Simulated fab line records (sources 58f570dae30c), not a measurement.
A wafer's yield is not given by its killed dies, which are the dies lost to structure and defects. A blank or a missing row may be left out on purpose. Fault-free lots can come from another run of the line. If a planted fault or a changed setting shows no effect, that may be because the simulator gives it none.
Split-lot trial -- flow berkeley_cmos170 -- route with 331 steps; 5 lots, 23 wafers read

== THE SPLIT ITSELF ==
At UCB170_NVT_COAT_01 (resist thk 900 nm), the setting spin_rpm was moved away from the recipe's 1500 rpm on 8 of the 23 wafers read, by -7.5% to -4.4%. All remaining wafers had this setting at the recipe value.

The reading is taken at the split's own step.

== THE READING ==
KrF_of_NVT_COAT_01.thk_nm (the simulator's own value, which no gauge read), in nm, at UCB170_NVT_COAT_01 (resist thk 900 nm). No usual value for it is given in the file. Average 903.0 nm, standard deviation 2.9 nm, over the 15 wafers here run with the recipe.

wafer,"tool, chamber at the split","spin_rpm as run, rpm",against the recipe,"KrF_of_NVT_COAT_01.thk_nm, nm",against lot-mates on the recipe
L075.1,"litho_track-04, 0",1388,-7.5%,933.8,+35.2
L075.3,"litho_track-04, 0",1500,recipe,898.7,-
L075.4,"litho_track-04, 0",1500,recipe,898.5,-
L075.5,"litho_track-04, 0",1388,-7.5%,935.4,+36.8
L075.6,"litho_track-04, 0",1388,-7.5%,932.8,+34.2
L078.2,"litho_track-01, 0",1500,recipe,906.4,-
L078.3,"litho_track-01, 0",1500,recipe,907.3,-
L078.4,"litho_track-01, 0",1500,recipe,904.8,-
L078.5,"litho_track-01, 0",1500,recipe,905.7,-
L078.6,"litho_track-01, 0",1500,recipe,907.5,-
L079.1,"litho_track-01, 0",1500,recipe,903.3,-
L079.2,"litho_track-01, 0",1434,-4.4%,925.2,+22.2
L079.3,"litho_track-01, 0",1434,-4.4%,926,+23.0
L079.4,"litho_track-01, 0",1434,-4.4%,924.9,+21.9
L079.6,"litho_track-01, 0",1500,recipe,902.6,-
L081.1,"litho_track-03, 0",1433,-4.5%,923.5,+21.1
L081.3,"litho_track-03, 0",1500,recipe,903.9,-
L081.4,"litho_track-03, 0",1500,recipe,901.9,-
L081.5,"litho_track-03, 0",1433,-4.5%,922.5,+20.1
L081.6,"litho_track-03, 0",1500,recipe,901.4,-
L084.1,"litho_track-03, 0",1500,recipe,898.8,-
L084.2,"litho_track-03, 0",1500,recipe,900.3,-
L084.5,"litho_track-03, 0",1500,recipe,903.5,-

FIT RESULTS
A straight line over all 23 wafers: KrF_of_NVT_COAT_01.thk_nm changes by -4.37 nm for each +1% of spin_rpm; r = -0.98; the points scatter about the line by 2.9 nm.
The same after taking each lot's own level away (the mean of its wafers on the recipe; 23 wafers): -4.79 nm for each +1%; r = -1.00; scatter 1.2 nm.
That fit puts the effect of the largest move of spin_rpm on the reading at 36 nm.
The lots' own levels span 898.60 to 906.34 nm, that is 2.6 times the standard deviation above.
The two slopes agree, so the slope changes little with the lot-to-lot level.
Check: for one of the wafers moved furthest among these (-7.5%), held out of the fit, the line's prediction against its lot-mates is +36 nm. Against them it came out at +35.2 nm.

== OTHER SPLITS ON THESE WAFERS ==
Before the reading, these wafers also passed through other splits. Each is held against what the fit with the lots' levels taken away leaves over:
other split on the same wafers,wafers away from the commonest value,r with KrF_of_NVT_COAT_01.thk_nm (lot level and that fit taken away)
UCB170_PWELL_CVD_05 pressure_mtorr,15,+0.10
UCB170_PWELL_COAT_08 spin_rpm,4,+0.39
UCB170_PWELL_PEB_11 peb_temp_c,8,+0.19
UCB170_PFIELD_IMPLANT_07 dose_cm2,8,+0.26

== THE WHOLE CHAIN: every reading that the file lists as answering this split, in the file's order ==
step,what it does,reading,change (the file's fit),r (the file's)
UCB170_NVT_COAT_01,resist thk 900 nm,"KrF_of_NVT_COAT_01.thk_nm (the simulator's own value, which no gauge read)",-4.79 nm for each +1% of the setting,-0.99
UCB170_NVT_STRIP_08,strips in O2,strip_time_to_endpoint_s,withheld for each +1% of the setting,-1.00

== THE FILE'S OWN FIT ==
KrF_of_NVT_COAT_01.thk_nm changes by -4.79 nm for each +1% of spin_rpm, r = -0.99.
